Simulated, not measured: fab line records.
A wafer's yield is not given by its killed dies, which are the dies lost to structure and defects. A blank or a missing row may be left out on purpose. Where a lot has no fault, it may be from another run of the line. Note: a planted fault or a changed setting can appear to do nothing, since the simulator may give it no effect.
A lot that was struck, set against a sound lot / flow ritCmos / 30 steps out of a route of 202
Sound: the wafers L124.2, L124.5, L124.6. Wafers struck: L122.4, L122.5, L122.6. The cause is given at the end.
Order at every step that has rows: each side's tool, ch and its chambers, its first start. Under that, the readings that differ: sound wafers / struck wafers / difference of the means / sigmas: that difference in standard deviations of wafers without a fault.
alike: a reading whose means differ by less than 2 such deviations, as well as words and numbers matching on both sides. not compared: withheld readings; readings where some wafer has no value; bounds like >300 that might hide an equal value; numbers whose values overlap and for which the record gives no deviation.
Wherever a step has rows on one side only, a row that says differs or no value, or a row with sigmas, the two part there. When numbers do not overlap yet have no deviation, they are printed without sigmas and do not part them. A reading that every wafer of one side lacks parts them only if that side has two wafers or more.

RIT_FOX2_THK_MEAS_01:
  struck on filmMetro-01, day 4 12:10; sound on filmMetro-01, day 4 21:26
  alike: FOX2_OXIDE_THK
then, 2 steps without rows for these wafers: RIT_FOX2_CLEAN_02 (cleans in dHF, time 180 s); RIT_FOX2_WET_ETCH_03 (etches Si3N4 in H3PO4, target depth 195 nm, time 2700 s).
RIT_FOX2_THK_MEAS_90:
  struck on filmMetro-04, day 4 13:03; sound on filmMetro-03, day 4 22:19
  alike: FIELD_OXIDE_LEFT_1_THK
then, 6 steps without rows for these wafers: RIT_NWELL_HMDS_00 (prime time 62.11 s); RIT_NWELL_COAT_01 (resist thk 1300 nm); RIT_NWELL_SOFTBAKE_02 (time 60 s); RIT_NWELL_EXPOSE_03 (exposes mask M2, target cd 43900 nm); RIT_NWELL_PEB_04; RIT_NWELL_DEVELOP_05 (develop time 68 s).
RIT_NWELL_OVL_MEAS_06:
  struck on overlay-01, day 4 13:59; sound on overlay-01, day 4 23:23
  alike: NWELL_OVL
then, 1 step without rows for these wafers: RIT_NWELL_HARDBAKE_07 (time 120 s).
RIT_NWELL_IMPLANT_08:
  sound on implanter-01 ch 0, day 4 23:44; struck on implanter-04 ch 0, day 4 14:20
reading=doseIonsCm2; sound=4.999e+13 5.003e+13 4.996e+13; struck=5.804e+13 5.806e+13 5.794e+13; difference=+8.020e+12; sigmas=+99 or more
reading=faradayCurrentUA; sound=157 161 161; struck=183 179 175; difference=+19; sigmas=+6
RIT_NWELL_STRIP_09: strips in O2, time 180 s.
  sound on plasmaAsher-03 ch 0,1, day 4 23:52; struck on plasmaAsher-04 ch 0,1, day 4 14:28
  alike: chamberPressureMTorr, drypumpMotorCurrentA
  not compared: rfHoursCounterH
RIT_NWELL_TW_MEAS_10:
  struck on filmMetro-03, day 4 14:37; sound on filmMetro-04, day 5 00:03
reading=NWELL_TW; sound=2154 2138 2138; struck=2248 2248 2255; difference=+107; sigmas=+9
then, 2 steps without rows for these wafers: RIT_PWELL_HMDS_00 (prime time 60 s); RIT_PWELL_COAT_01 (resist thk 1300 nm).
RIT_PWELL_SOFTBAKE_02: time 61.31 s.
  sound on lithoTrack-02 ch 0, day 5 00:25; struck on lithoTrack-03 ch 0, day 4 15:01
  alike: chillPlateTempC, plateSensorTCentreC, plateSensorTEdgeC
then, 3 steps without rows for these wafers: RIT_PWELL_EXPOSE_03 (exposes mask M3, target cd 43700 nm); RIT_PWELL_PEB_04; RIT_PWELL_DEVELOP_05 (develop time 68 s).
RIT_PWELL_OVL_MEAS_06:
  struck on overlay-02, day 4 15:40; sound on overlay-01, day 5 01:07
  alike: PWELL_OVL
then, 2 steps without rows for these wafers: RIT_PWELL_HARDBAKE_07 (time 120 s); RIT_PWELL_IMPLANT_08.
RIT_PWELL_STRIP_09: strips in O2, time 180 s.
  sound on plasmaAsher-01 ch 0,1, day 5 01:32; struck on plasmaAsher-01 ch 0,1, day 4 16:08
  alike: chamberPressureMTorr, drypumpMotorCurrentA
  not compared: rfHoursCounterH
RIT_PWELL_TW_MEAS_10:
  struck on filmMetro-02, day 4 16:17; sound on filmMetro-03, day 5 01:43
  alike: PWELL_TW
then, 1 step without rows for these wafers: RIT_WELLDRIVE_ANNEAL_00 (time 14700 s).
RIT_WELLDRIVE_RS_MEAS_01: measurement is done with a four-point probe.
  struck on filmMetro-03, day 4 21:28; sound on filmMetro-02, day 5 07:26
reading=NWELL_RS (ohm/sq); sound=276.2 275.8 275.5; struck=251.6 251.1 252.3; difference=-24.2; sigmas=-36
RIT_WELLDRIVE_RS_MEAS_02: measurement is done with a four-point probe.
  struck on filmMetro-03, day 4 21:35; sound on filmMetro-02, day 5 07:33
reading=PWELL_RS (ohm/sq); sound=432.7 431.4 432.0; struck=427.1 426.8 426.3; difference=-5.3; sigmas=-4
RIT_M1_PROBE_99:
  struck on prober-01, day 6 03:49; sound on prober-01, day 6 14:08
reading=model.etest.nwellPinched.rsOhmSq; sound=334.5 334.2 337.6; struck=309.4 310.8 308.1; difference=-26.0; sigmas=
reading=model.etest.wellEdgeLeft.lineOhmUm; sound=183.6 182.9 181; struck=162.8 165.3 165.8; difference=-17.9; sigmas=
reading=model.etest.wellEdgeRight.lineOhmUm; sound=182.5 182 180.3; struck=164.7 163.5 164.2; difference=-17.5; sigmas=
reading=model.etest.fieldPMetal.vtV (V); sound=-29.8 -29.73 -29.74; struck=-32.35 -31.84 -32.05; difference=-2.32; sigmas=
reading=model.etest.fieldP.vtV (V); sound=-12.87 -12.81 -12.96; struck=-13.98 -14.01 -13.92; difference=-1.09; sigmas=
reading=model.etest.isoNwellNwell.bvV (V); sound=21.9 21.7 21.89; struck=21 21.6 21; difference=-1; sigmas=
reading=model.etest.diodePplusNwell.bvV (V); sound=6.596 6.64 6.644; struck=6.363 6.433 6.358; difference=-0.242; sigmas=
reading=model.etest.vpnp.gain; sound=1.038 1.027 1.069; struck=0.9366 0.9623 0.9307; difference=-0.1015; sigmas=
  alike: killed_at_M0_to_M3, killedAtContacts, killedAtFrontEnd, killedDies, killedOpen, killedShort

## WHERE THEY PART
At RIT_NWELL_IMPLANT_08 first; at RIT_WELLDRIVE_RS_MEAS_02 last (within this record only). Later steps at which nothing parts them and some readings are alike: RIT_M1_PROBE_99.

WHY: what the simulator had put in
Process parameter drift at RIT_NWELL_IMPLANT_08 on implanter-04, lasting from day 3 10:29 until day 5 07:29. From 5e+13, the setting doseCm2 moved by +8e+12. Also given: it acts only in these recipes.
